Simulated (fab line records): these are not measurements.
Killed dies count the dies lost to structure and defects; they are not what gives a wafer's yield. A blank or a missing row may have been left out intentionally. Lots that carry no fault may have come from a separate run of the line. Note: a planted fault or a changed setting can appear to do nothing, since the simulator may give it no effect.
Which tool was responsible? || flow berkeley_cmos170 || Sampling: 6 lots, 18 wafers, 2 of 331 route steps

WHAT THE GAUGES SHOWED, per wafer
UCB170_M1_RS_MEAS_01: measurement is done with a four-point probe.
{"lot": "L521", "measured": "day 7 14:10", "on": "film_metro-04", "M1_AL_RS (ohm/sq)": "0.0488 0.0484 0.0487"}
{"lot": "L527", "measured": "day 8 21:22", "on": "film_metro-01", "M1_AL_RS (ohm/sq)": "0.0487 0.0480 0.0486"}
{"lot": "L530", "measured": "day 9 11:49", "on": "film_metro-03", "M1_AL_RS (ohm/sq)": "0.0487 0.0488 0.0490"}
{"lot": "L534", "measured": "day 10 02:52", "on": "film_metro-01", "M1_AL_RS (ohm/sq)": "0.0488 0.0486 0.0487"}
{"lot": "L539", "measured": "day 10 17:21", "on": "film_metro-03", "M1_AL_RS (ohm/sq)": "0.0477 0.0485 0.0481"}
{"lot": "L538", "measured": "day 10 19:43", "on": "film_metro-01", "M1_AL_RS (ohm/sq)": "0.0483 0.0486 0.0485"}

TOOL THAT RAN EACH LOT (tool first, then ch and the chambers of the sampled wafers, then the start)
{"lot": "L521", "UCB170_M1_SPUTTER_00": "pvd_sputter-01, day 7 14:06"}
{"lot": "L527", "UCB170_M1_SPUTTER_00": "pvd_sputter-03, day 8 21:17"}
{"lot": "L530", "UCB170_M1_SPUTTER_00": "pvd_sputter-02, day 9 11:45"}
{"lot": "L534", "UCB170_M1_SPUTTER_00": "pvd_sputter-02, day 10 02:47"}
{"lot": "L539", "UCB170_M1_SPUTTER_00": "pvd_sputter-02, day 10 17:17"}
{"lot": "L538", "UCB170_M1_SPUTTER_00": "pvd_sputter-03, day 10 19:39"}
- UCB170_M1_SPUTTER_00: material Al, target thk 600 nm, time 80 s.

THE ANSWER, worked out from the rows above alone
Rule: the usual values come from the lots themselves. The widest of any qualifying gaps counts: lots, ordered by their means at a reading, are off when they make up no more than a third of the lots, leave a main group of 4 or more, and stand apart from it by 3 or more times the standard deviation of that group's means. The tables above print the reading to a certain number of digits; a main group whose means all agree to those digits is not used. A lot without any number at a reading at which 4 lots or more have one is off too. The other lots that the step has rows for count as sound.
Nothing can be told from this: no lot is off at any reading shown.

WHAT THE SIMULATOR HAD PUT IN
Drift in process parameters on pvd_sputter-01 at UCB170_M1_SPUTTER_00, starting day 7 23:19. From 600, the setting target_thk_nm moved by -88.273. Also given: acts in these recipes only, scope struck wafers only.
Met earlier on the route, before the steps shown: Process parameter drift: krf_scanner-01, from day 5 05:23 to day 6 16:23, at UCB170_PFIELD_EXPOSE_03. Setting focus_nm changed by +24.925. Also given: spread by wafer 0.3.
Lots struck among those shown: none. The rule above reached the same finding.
